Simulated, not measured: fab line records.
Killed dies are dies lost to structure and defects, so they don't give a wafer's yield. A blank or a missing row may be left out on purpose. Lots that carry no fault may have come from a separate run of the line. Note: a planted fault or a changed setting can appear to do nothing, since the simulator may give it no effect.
Problem report, 8D (eight disciplines) form, completed by code | flow rit_cmos | the parts of the form that need people (team, actions taken, sign-off) are left out

== 1. THE PROBLEM ==
RIT_CONTACT_EXPOSE_05, exposure_dose_mJ_cm2: mean 249.02 over 1 wafer from 1 lot; wafers with no fault: 250.56, standard deviation 0.25. That is -6.2 standard deviations from the usual mean.
The step: exposes mask M11, target cd 1000 nm.
The first sign was on wafer L700.5 at day 5 02:39, on iline_stepper-01. The record has a number at this step for 37 wafers belonging to 13 lots. By rule, "out" or "out of limits" means more than 4 standard deviations away from the usual mean. All remaining wafers that have a number are taken as sound.

== 2. WHAT IT IS, AND WHAT IT ISN'T ==
question                    | is                     | is not
which readings at this step | exposure_dose_mJ_cm2   | -
which lots                  | L700                   | L691, L692, L693, L704, L705, L706, L707, L708, L709, L710, L711, L713
which wafers of those lots  | all that have a number | -
read on which tools         | iline_stepper-01       | iline_stepper-02
when                        | from day 5 02:39       | up to then (9 sound wafers); but 27 sound wafers of L704, L705, L706, L707, L708, L709, L710, L711, L713 came after

== 3. THE SUSPECTS, EACH WITH WHAT RULES IT OUT ==
Counting: a tool stays on the suspect list if, at a process step up to the reading, it processed all lots that are out and no sound lot following the first of them.
- iline_stepper-01 at RIT_CONTACT_EXPOSE_05 (exposes mask M11, target cd 1000 nm): kept. It ran the lot that is out, L700 (day 5 02:39), and no sound lot after that; its last sound lot up to then is L693 (day 3 15:51). Out on those wafers are its own readings of exposure_dose_mJ_cm2.
Remaining after the count: iline_stepper-01 at RIT_CONTACT_EXPOSE_05.

== 4. THE CAUSE (what the simulator had put in) ==
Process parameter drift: iline_stepper-01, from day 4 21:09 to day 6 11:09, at RIT_CONTACT_EXPOSE_05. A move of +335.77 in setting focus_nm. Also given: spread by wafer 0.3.
Counting left only this tool.

== 5. THE EFFECT CHAIN, in route order ==
Each row: a reading whose mean over the struck wafers that have a number lies more than 3 standard deviations from the usual. Scope: only readings with a usual standard deviation given in the record; hours: median across lots of the time from each lot's start at the first step in this table that gives one to its start at this step; sigmas: change in usual standard deviations.
hours | step                  | reading              | usual  | on struck wafers | change | sigmas
0     | RIT_CONTACT_EXPOSE_05 | exposure_dose_mJ_cm2 | 250.56 | 249.02           | -1.54  | -6.2
Here are the process steps it includes:
- RIT_CONTACT_EXPOSE_05: exposes mask M11, target cd 1000 nm.

== 6. HOW IT WOULD HAVE BEEN CAUGHT EARLIER ==
In this record the first reading out of limits was taken at day 5 02:39, 6 hours after the fault began at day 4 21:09.
